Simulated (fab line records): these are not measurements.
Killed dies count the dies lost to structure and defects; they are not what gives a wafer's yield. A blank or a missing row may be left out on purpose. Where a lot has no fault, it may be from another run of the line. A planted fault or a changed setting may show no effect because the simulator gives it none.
Split-lot trial | flow rit_cmos | 5 lots, 23 wafers read, on a route of 202 steps

ON THE SPLIT
At RIT_GATE_COAT_11 (resist thk 850 nm), the setting spin_rpm was moved away from the recipe's 4250 rpm on 10 of the 23 wafers read, by -5.1% to +7.4%. For the rest of the wafers, this setting stayed at what the recipe calls for.

The reading comes from the split's own step.

THE READING
NOVOLAK_of_GATE_COAT_11.thk_nm (the simulator's own value, which no gauge read), in nm, at RIT_GATE_COAT_11 (resist thk 850 nm). The file gives no usual value for it. Here, 13 wafers ran the recipe; their average is 850.6 nm with a standard deviation of 1.6 nm.

wafer  | tool, chamber at the split | spin_rpm as run, rpm | against the recipe | NOVOLAK_of_GATE_COAT_11.thk_nm, nm | against lot-mates on the recipe
L074.1 | litho_track-03, 0          | 4250                 | recipe             | 848.5                              | -
L074.3 | litho_track-03, 0          | 4250                 | recipe             | 850.3                              | -
L074.4 | litho_track-03, 0          | 4250                 | recipe             | 847.9                              | -
L074.5 | litho_track-03, 0          | 4566                 | +7.4%              | 817.4                              | -31.5
L074.6 | litho_track-03, 0          | 4566                 | +7.4%              | 819.5                              | -29.4
L078.3 | litho_track-02, 0          | 4250                 | recipe             | 851.8                              | -
L078.4 | litho_track-02, 0          | 4250                 | recipe             | 848.5                              | -
L078.5 | litho_track-02, 0          | 4250                 | recipe             | 850.8                              | -
L079.1 | litho_track-02, 0          | 4423                 | +4.1%              | 834.6                              | -16.8
L079.2 | litho_track-02, 0          | 4250                 | recipe             | 853                                | -
L079.3 | litho_track-02, 0          | 4250                 | recipe             | 849.5                              | -
L079.4 | litho_track-02, 0          | 4250                 | recipe             | 851.6                              | -
L079.5 | litho_track-02, 0          | 4423                 | +4.1%              | 832.7                              | -18.7
L081.1 | litho_track-03, 0          | 4250                 | recipe             | 850.2                              | -
L081.3 | litho_track-03, 0          | 4555                 | +7.2%              | 823.3                              | -28.2
L081.4 | litho_track-03, 0          | 4555                 | +7.2%              | 826.6                              | -24.9
L081.5 | litho_track-03, 0          | 4555                 | +7.2%              | 825                                | -26.5
L081.6 | litho_track-03, 0          | 4250                 | recipe             | 852.9                              | -
L082.1 | litho_track-02, 0          | 4250                 | recipe             | 851.4                              | -
L082.3 | litho_track-02, 0          | 4035                 | -5.1%              | 872                                | +20.8
L082.4 | litho_track-02, 0          | 4035                 | -5.1%              | 873.9                              | +22.7
L082.5 | litho_track-02, 0          | 4035                 | -5.1%              | 871.9                              | +20.7
L082.6 | litho_track-02, 0          | 4250                 | recipe             | 851                                | -

THE FIT
A straight line over all 23 wafers: NOVOLAK_of_GATE_COAT_11.thk_nm changes by -4.04 nm for each +1% of spin_rpm; r = -0.99; the points scatter about the line by 2.1 nm.
The same after taking each lot's own level away (the mean of its wafers on the recipe; 23 wafers): -4 nm for each +1%; r = -1.00; scatter 1.6 nm.
On that fit, the largest move of spin_rpm shifts the reading by 30 nm.
From 848.90 to 851.55 nm: that is the span of the lots' own levels, equal to 1.7 times the standard deviation above.
Consequently the slope shifts little with the lot-to-lot level, the two slopes agreeing.
Check: with one of the wafers moved furthest among these (+7.4%) left out of the fit, the line predicts -29.2 nm for it against its lot-mates. It came out at -31.5 nm against them.

OTHER SPLITS ON THESE WAFERS
Other splits were also applied to these wafers ahead of the reading. Each is held against what the fit with the lots' levels taken away leaves over:
other split on the same wafers   | wafers away from the commonest value | r with NOVOLAK_of_GATE_COAT_11.thk_nm (lot level and that fit taken away)
RIT_ACTIVE_CVD_03 temp_c         | 15                                   | -0.37
RIT_ACTIVE_COAT_06 spin_rpm      | 6                                    | +0.23
RIT_FOX1_WET_ETCH_02 time_s      | 13                                   | +0.08
RIT_NWELL_SOFTBAKE_02 temp_c     | 5                                    | -0.16
RIT_PWELL_IMPLANT_08 dose_cm2    | 10                                   | +0.10
RIT_NRETRO_COAT_01 resist_thk_nm | 10                                   | +0.37
RIT_PRETRO_COAT_01 spin_rpm      | 7                                    | +0.29
RIT_PRETRO_IMPLANT_08 dose_cm2   | 10                                   | -0.03

THE FILE'S OWN FIT
NOVOLAK_of_GATE_COAT_11.thk_nm changes by -4.01 nm for each +1% of spin_rpm, r = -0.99.
